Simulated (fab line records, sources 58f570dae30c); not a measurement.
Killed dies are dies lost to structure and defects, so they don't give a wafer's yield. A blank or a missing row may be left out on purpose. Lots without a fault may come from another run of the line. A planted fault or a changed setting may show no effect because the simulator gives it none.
Which tool did it? | flow berkeley_cmos170 | 14 lots, 42 wafers sampled, at 6 steps of a route of 331

WHAT THE GAUGES READ, wafer by wafer
UCB170_M2_THK_MEAS_03: measures by xrf.
lot  | measured     | on            | M2_AL_THK (nm)
L764 | day 8 08:50  | film_metro-04 | 893 902 897
L765 | day 8 20:58  | film_metro-04 | 892 888 893
L767 | day 8 21:35  | film_metro-02 | 881 891 874
L770 | day 9 09:15  | film_metro-03 | 914 917 912
L769 | day 9 10:34  | film_metro-04 | 897 906 909
L771 | day 9 14:27  | film_metro-04 | 902 908 903
L773 | day 10 11:09 | film_metro-03 | 898 907 907
L777 | day 10 23:07 | film_metro-02 | 905 903 909
L780 | day 11 09:46 | film_metro-04 | 893 906 903
L778 | day 11 13:19 | film_metro-03 | 901 902 899
L779 | day 11 14:47 | film_metro-02 | 908 891 905
L781 | day 11 18:43 | film_metro-03 | 891 884 887
L782 | day 11 20:14 | film_metro-03 | 897 904 895
L783 | day 12 02:37 | film_metro-02 | 908 904 905

UCB170_M2_CD_MEAS_90: target cd 700 nm.
lot  | measured     | on        | cd_nm (nm)
L764 | day 8 11:38  | cd_sem-01 | 702 697 701
L765 | day 8 23:29  | cd_sem-02 | 699 697 699
L767 | day 8 23:52  | cd_sem-02 | 698 694 696
L770 | day 9 11:23  | cd_sem-02 | 703 703 699
L769 | day 9 12:56  | cd_sem-02 | 692 696 695
L771 | day 9 18:45  | cd_sem-01 | 705 703 701
L773 | day 10 13:36 | cd_sem-02 | 703 703 698
L777 | day 11 01:31 | cd_sem-01 | 703 704 704
L780 | day 11 13:32 | cd_sem-01 | 698 698 700
L778 | day 11 15:44 | cd_sem-02 | 701 698 697
L779 | day 11 17:03 | cd_sem-01 | 705 704 704
L781 | day 11 21:34 | cd_sem-01 | 696 697 696
L782 | day 11 22:54 | cd_sem-01 | 699 700 698
L783 | day 12 05:55 | cd_sem-01 | 697 696 698

UCB170_V2_OVL_MEAS_13.
lot  | measured     | on         | V2_OVL (nm)
L764 | day 8 14:15  | overlay-01 | -3 12 1
L765 | day 9 01:41  | overlay-01 | -2 1 7
L767 | day 9 01:58  | overlay-02 | 7 -5 -2
L770 | day 9 13:20  | overlay-01 | 14 9 -1
L769 | day 9 16:11  | overlay-01 | 9 -9 0
L771 | day 9 22:29  | overlay-02 | -2 1 4
L773 | day 10 15:59 | overlay-02 | 12 4 -5
L777 | day 11 04:43 | overlay-01 | 1 4 4
L780 | day 11 15:37 | overlay-01 | 4 -2 -5
L778 | day 11 17:47 | overlay-01 | 0 -3 -1
L779 | day 11 19:14 | overlay-02 | -8 -4 -5
L781 | day 11 23:28 | overlay-01 | 9 6 8
L782 | day 12 01:05 | overlay-01 | 3 -1 -11
L783 | day 12 08:56 | overlay-01 | 6 -4 7

UCB170_M3_CD_MEAS_90: target cd 700 nm.
lot  | measured     | on        | cd_nm (nm)
L764 | day 8 18:13  | cd_sem-02 | 700 700 698
L765 | day 9 05:08  | cd_sem-02 | 703 702 700
L767 | day 9 05:29  | cd_sem-01 | 704 708 706
L770 | day 9 17:28  | cd_sem-02 | 697 697 699
L769 | day 9 22:14  | cd_sem-01 | 704 699 701
L771 | day 10 02:45 | cd_sem-02 | 697 704 698
L773 | day 10 19:39 | cd_sem-01 | 695 700 695
L777 | day 11 09:05 | cd_sem-01 | 700 703 699
L780 | day 11 18:38 | cd_sem-02 | 700 700 699
L778 | day 11 21:12 | cd_sem-02 | 708 706 705
L779 | day 11 22:39 | cd_sem-01 | 692 693 693
L781 | day 12 02:32 | cd_sem-02 | 715 702 716
L782 | day 12 04:53 | cd_sem-01 | 698 701 702
L783 | day 12 12:08 | cd_sem-01 | 720 703 705

WHICH TOOL RAN EACH LOT (tool, then ch and the chambers of the sampled wafers, then the start)
lot  | UCB170_M3_METAL_ETCH_18           | UCB170_M3_STRIP_19
L764 | rie_metal-04 ch 0,1, day 8 17:56  | plasma_asher-01 ch 0,1, day 8 18:07
L765 | rie_metal-02 ch 1, day 9 04:42    | plasma_asher-01 ch 0,1, day 9 05:01
L767 | rie_metal-04 ch 0,1, day 9 05:13  | plasma_asher-03 ch 0,1, day 9 05:22
L770 | rie_metal-03 ch 0,1, day 9 17:10  | plasma_asher-04 ch 0,1, day 9 17:22
L769 | rie_metal-02 ch 0,1, day 9 21:56  | plasma_asher-04 ch 0,1, day 9 22:08
L771 | rie_metal-03 ch 0,1, day 10 02:28 | plasma_asher-01 ch 0,1, day 10 02:39
L773 | rie_metal-02 ch 0,1, day 10 19:20 | plasma_asher-04 ch 0,1, day 10 19:32
L777 | rie_metal-04 ch 0,1, day 11 08:46 | plasma_asher-04 ch 0,1, day 11 08:56
L780 | rie_metal-03 ch 0, day 11 18:20   | plasma_asher-01 ch 1, day 11 18:32
L778 | rie_metal-02 ch 0, day 11 20:55   | plasma_asher-01 ch 0,1, day 11 21:06
L779 | rie_metal-03 ch 1, day 11 22:20   | plasma_asher-03 ch 1, day 11 22:32
L781 | rie_metal-04 ch 0,1, day 12 02:13 | plasma_asher-03 ch 0,1, day 12 02:22
L782 | rie_metal-03 ch 0, day 12 04:23   | plasma_asher-01 ch 0, day 12 04:46
L783 | rie_metal-04 ch 0,1, day 12 11:51 | plasma_asher-04 ch 0,1, day 12 12:02
- UCB170_M3_METAL_ETCH_18: etches Al in Cl2/BCl3, stops on SiO2, target depth 1170 nm, time 195 s.
- UCB170_M3_STRIP_19: strips in O2.

WHAT THE TOOLS THEMSELVES READ (means of the sampled wafers that have a number; where no wafer has one, the mark that the record gives instead)
UCB170_M3_METAL_ETCH_18.
lot  | tool         | drypump_motor_current_A (A) | oes_product_au (a.u.) | rf_fwd_power_W (W) | run_length_s (s) | throttle_valve_pct (%)
L764 | rie_metal-04 | 5.6                         | 0.865                 | 597.7              | 223.2            | 24.51
L765 | rie_metal-02 | 5.8                         | 0.857                 | 599.5              | 222.8            | 24.52
L767 | rie_metal-04 | 5.7                         | 0.864                 | 598.2              | 223.0            | 24.59
L770 | rie_metal-03 | 6.1                         | 0.850                 | 595.2              | 223.7            | 24.15
L769 | rie_metal-02 | 5.6                         | 0.855                 | 597.2              | 223.2            | 24.30
L771 | rie_metal-03 | 6.2                         | 0.837                 | 598.8              | 223.9            | 24.24
L773 | rie_metal-02 | 5.7                         | 0.860                 | 598.0              | 222.8            | 24.41
L777 | rie_metal-04 | 5.6                         | 0.871                 | 599.0              | 222.9            | 24.58
L780 | rie_metal-03 | 6.3                         | 0.826                 | 599.9              | 224.0            | 24.30
L778 | rie_metal-02 | 5.5                         | 0.853                 | 597.9              | 223.4            | 24.21
L779 | rie_metal-03 | 6.0                         | 0.866                 | 598.4              | 223.4            | 24.07
L781 | rie_metal-04 | 5.7                         | 0.941                 | 597.0              | 180.6            | 24.56
L782 | rie_metal-03 | 6.3                         | 0.827                 | 599.2              | 224.3            | 24.31
L783 | rie_metal-04 | 5.5                         | 0.910                 | 595.0              | 202.2            | 24.49

UCB170_M3_STRIP_19.
lot  | tool            | drypump_motor_current_A (A) | oes_product_au (a.u.)
L764 | plasma_asher-01 | 5.6                         | 0.553
L765 | plasma_asher-01 | 5.6                         | 0.541
L767 | plasma_asher-03 | 5.5                         | 0.562
L770 | plasma_asher-04 | 6.0                         | 0.542
L769 | plasma_asher-04 | 5.7                         | 0.555
L771 | plasma_asher-01 | 5.6                         | 0.543
L773 | plasma_asher-04 | 5.9                         | 0.549
L777 | plasma_asher-04 | 6.0                         | 0.556
L780 | plasma_asher-01 | 5.5                         | 0.547
L778 | plasma_asher-01 | 5.8                         | 0.561
L779 | plasma_asher-03 | 5.7                         | 0.548
L781 | plasma_asher-03 | 5.6                         | 0.669
L782 | plasma_asher-01 | 5.9                         | 0.545
L783 | plasma_asher-04 | 5.7                         | 0.606

THE ANSWER, worked out from the rows above alone
Rule: what is usual is taken from the lots themselves. Put in order of their means at a reading, lots are off if they are a third of the lots or fewer, leave a main group of 4 or more, and stand apart from it by a gap of 3 or more times the standard deviation of the main group's means; of several such gaps the widest counts. A main group whose means are all the same, to the digits that the tables above print for the reading, isn't used. A lot without any number at a reading at which 4 lots or more have one is off too. The other lots that the step has rows for count as sound. The gauges are gone through in route order, then the tools' own readings, and for those a lot's mean is taken as printed above. The first step at which some lot is off is used, and at that step the reading that is off furthest; a lot without a number counts as furthest.
Off: L781, L783, at UCB170_M3_METAL_ETCH_18 (run_length_s). The main group: mean 223.4 s, standard deviation 0.48.
A tool fits if, at that step or a process step before it, it ran every lot that is off, and no sound lot after the first of them. One fits: rie_metal-04 at UCB170_M3_METAL_ETCH_18. Its last sound lot is L777 (day 11 08:46), its first lot that is off L781 (day 12 02:13): a fault that began between those two fits.
The tool's own readings at UCB170_M3_METAL_ETCH_18 bear it out: on the lots that are off they differ by more than 5 times the standard deviation of the sound lots' means. oes_product_au reads 0.925 a.u. there against 0.853 a.u. on the sound lots; run_length_s reads 191.4 s there against 223.4 s on the sound lots.

WHAT THE SIMULATOR HAD PUT IN
Process parameter drift: rie_metal-04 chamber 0, from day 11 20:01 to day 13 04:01, at UCB170_M3_METAL_ETCH_18. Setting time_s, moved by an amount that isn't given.
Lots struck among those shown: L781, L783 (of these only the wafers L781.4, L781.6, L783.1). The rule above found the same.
